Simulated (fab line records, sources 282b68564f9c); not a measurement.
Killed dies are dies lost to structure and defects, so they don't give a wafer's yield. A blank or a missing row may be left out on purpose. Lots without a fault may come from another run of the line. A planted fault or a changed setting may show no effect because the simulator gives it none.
A struck lot beside a sound one | flow rit_cmos | 17 steps out of a route of 202
Sound: wafers L923.1, L923.2, L923.6. Struck: wafers L930.1, L930.2, L930.6. The cause comes at the end.
At each step with rows: each side's tool, then ch and its chambers, then its first start. Under that, the readings that differ: sound wafers | struck wafers | difference of the means | sigmas: that difference in standard deviations of wafers without a fault.
alike: readings whose means differ by less than 2 such deviations, and words and numbers that are the same on both sides. not compared: withheld readings, readings that some wafer has no value for, bounds like >300 that may hide the same value, and numbers for which the record gives no deviation and whose values overlap.
The two part at a step that has a row with sigmas, a row that says differs or no value, or rows on one side only. Numbers that don't overlap but have no deviation are shown without sigmas and don't part them. A reading that every wafer of one side lacks parts them only if that side has two wafers or more.

RIT_PWELL_TW_MEAS_10:
  sound on film_metro-02, day 2 23:31; struck on film_metro-04, day 4 11:42
  alike: PWELL_TW
then, 1 step without rows for these wafers: RIT_WELLDRIVE_ANNEAL_00 (time 14700 s).
RIT_WELLDRIVE_RS_MEAS_01: measures by four-point-probe.
  sound on film_metro-02, day 3 05:27; struck on film_metro-01, day 4 16:50
  alike: NWELL_RS
RIT_WELLDRIVE_RS_MEAS_02: measures by four-point-probe.
  sound on film_metro-02, day 3 05:34; struck on film_metro-01, day 4 16:58
  reading           | sound             | struck            | difference | sigmas
  PWELL_RS (ohm/sq) | 429.7 430.3 429.9 | 433.1 433.7 433.1 | +3.3       | +3
then, 6 steps without rows for these wafers: RIT_NRETRO_HMDS_00 (prime time 60 s); RIT_NRETRO_COAT_01 (resist thk 1300 nm); RIT_NRETRO_SOFTBAKE_02 (time 60 s); RIT_NRETRO_EXPOSE_03 (exposes mask M4, target cd 43900 nm); RIT_NRETRO_PEB_04; RIT_NRETRO_DEVELOP_05 (develop time 68 s).
RIT_NRETRO_OVL_MEAS_06:
  sound on overlay-02, day 3 06:34; struck on overlay-02, day 4 17:58
  alike: NRETRO_OVL
then, 1 step without rows for these wafers: RIT_NRETRO_HARDBAKE_07 (time 120 s).
RIT_NRETRO_IMPLANT_08:
  sound on implanter-04 ch 0, day 3 06:52; struck on implanter-04 ch 0, day 4 18:34
RIT_NRETRO_STRIP_09: strips in O2, time 180 s.
  sound on plasma_asher-03 ch 0,1, day 3 07:01; struck on plasma_asher-03 ch 0,1, day 4 18:43
  alike: chamber_pressure_mTorr, drypump_motor_current_A
  not compared: rf_hours_counter_h
RIT_NRETRO_TW_MEAS_10:
  sound on film_metro-03, day 3 07:11; struck on film_metro-02, day 4 18:53
  reading   | sound          | struck         | difference | sigmas
  NRETRO_TW | 1041 1054 1043 | 1310 1315 1306 | +264       | +41
then, 1 step without rows for these wafers: RIT_PRETRO_HMDS_00 (prime time 60 s).
RIT_M1_PROBE_99:
  the record has rows for the sound wafers here (prober-02, day 4 11:11) and none for the struck ones

WHERE THEY PART
First at RIT_WELLDRIVE_RS_MEAS_02; last, within this record, at RIT_M1_PROBE_99.

WHY: what the simulator had put in
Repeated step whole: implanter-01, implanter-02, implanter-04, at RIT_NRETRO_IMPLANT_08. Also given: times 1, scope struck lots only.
